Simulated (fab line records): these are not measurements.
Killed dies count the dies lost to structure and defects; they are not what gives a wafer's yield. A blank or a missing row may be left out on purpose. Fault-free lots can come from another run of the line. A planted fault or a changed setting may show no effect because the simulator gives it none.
Which of the tools did it? / flow rit cmos / 42 wafers sampled from 14 lots at 1 step of a route of 202

== WHAT THE GAUGES SHOWED, per wafer ==
No reading from a measuring or inspecting step in the record can be judged against a usual standard deviation.

== EACH LOT AND THE TOOL THAT RAN IT (in order: tool; ch and the chambers of the sampled wafers; start) ==
lot=L238; RIT_FOX2_WET_ETCH_03=wet bench-03 ch 2, day 2 00:38
lot=L239; RIT_FOX2_WET_ETCH_03=wet bench-03 ch 0, day 2 05:05
lot=L240; RIT_FOX2_WET_ETCH_03=wet bench-04 ch 2, day 2 10:08
lot=L241; RIT_FOX2_WET_ETCH_03=wet bench-04 ch 0, day 2 13:55
lot=L242; RIT_FOX2_WET_ETCH_03=wet bench-03 ch 2, day 2 17:47
lot=L243; RIT_FOX2_WET_ETCH_03=wet bench-04 ch 2, day 2 23:06
lot=L244; RIT_FOX2_WET_ETCH_03=wet bench-04 ch 2, day 3 02:58
lot=L245; RIT_FOX2_WET_ETCH_03=wet bench-02 ch 1, day 3 07:43
lot=L255; RIT_FOX2_WET_ETCH_03=wet bench-02 ch 1, day 5 14:00
lot=L256; RIT_FOX2_WET_ETCH_03=wet bench-02 ch 2, day 5 16:19
lot=L257; RIT_FOX2_WET_ETCH_03=wet bench-04 ch 1, day 6 00:34
lot=L258; RIT_FOX2_WET_ETCH_03=wet bench-04 ch 0, day 6 01:53
lot=L260; RIT_FOX2_WET_ETCH_03=wet bench-04 ch 3, day 6 11:34
lot=L261; RIT_FOX2_WET_ETCH_03=wet bench-03 ch 3, day 6 16:30
- RIT_FOX2_WET_ETCH_03: etches Si3N4 in H3PO4, target depth 195 nm, time 2700 s.

== AS READ BY THE TOOLS THEMSELVES (means over the sampled wafers that have a number; for cases with no such wafer, the mark the record gives instead) ==
RIT_FOX2_WET_ETCH_03.
lot=L238; tool=wet bench-03; run length s (s)=2725
lot=L239; tool=wet bench-03; run length s (s)=2728
lot=L240; tool=wet bench-04; run length s (s)=2735
lot=L241; tool=wet bench-04; run length s (s)=2733
lot=L242; tool=wet bench-03; run length s (s)=2723
lot=L243; tool=wet bench-04; run length s (s)=2735
lot=L244; tool=wet bench-04; run length s (s)=2727
lot=L245; tool=wet bench-02; run length s (s)=2734
lot=L255; tool=wet bench-02; run length s (s)=2819
lot=L256; tool=wet bench-02; run length s (s)=2816
lot=L257; tool=wet bench-04; run length s (s)=2731
lot=L258; tool=wet bench-04; run length s (s)=2732
lot=L260; tool=wet bench-04; run length s (s)=2733
lot=L261; tool=wet bench-03; run length s (s)=2727

== THE ANSWER, worked out from the rows above alone ==
Rule: what is usual is taken from the lots themselves. Put in order of their means at a reading, lots are off if they are a third of the lots or fewer, leave a main group of 4 or more, and stand apart from it by a gap of 3 or more times the standard deviation of the main group's means; of several such gaps the widest counts. The tables above print the reading to a certain number of digits; a main group whose means all agree to those digits is not used. Also off: a lot with no number at a reading for which 4 or more lots have one. All remaining lots with rows at the step are treated as sound. Order of review: gauges by route order, followed by the tools' own readings, for which a lot's mean as printed above is used. The first step at which some lot is off is used, and at that step the reading that is off furthest; a lot without a number counts as furthest.
Off, at RIT_FOX2_WET_ETCH_03 on run length s: L255, L256. The main group has a mean of 2730 s with a standard deviation of 3.9.
A tool fits if, at that step or a process step before it, it ran every lot that is off, and no sound lot after the first of them. One fits: wet bench-02 at RIT_FOX2_WET_ETCH_03. A fault onset in the window from L245 (day 3 07:43, its last sound lot) to L255 (day 5 14:00, its first lot off) fits.
On the lots that are off, the tool's own readings at RIT_FOX2_WET_ETCH_03 differ by more than 5 times the standard deviation of the sound lots' means, which bears it out; run length s reads 2818 s there versus 2730 s on the sound lots.

== WHAT WAS PUT IN BY THE SIMULATOR ==
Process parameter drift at RIT_FOX2_WET_ETCH_03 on wet bench-02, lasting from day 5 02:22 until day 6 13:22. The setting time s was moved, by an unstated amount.
Shown lots that were struck: L255, L256. Same finding as the rule above.
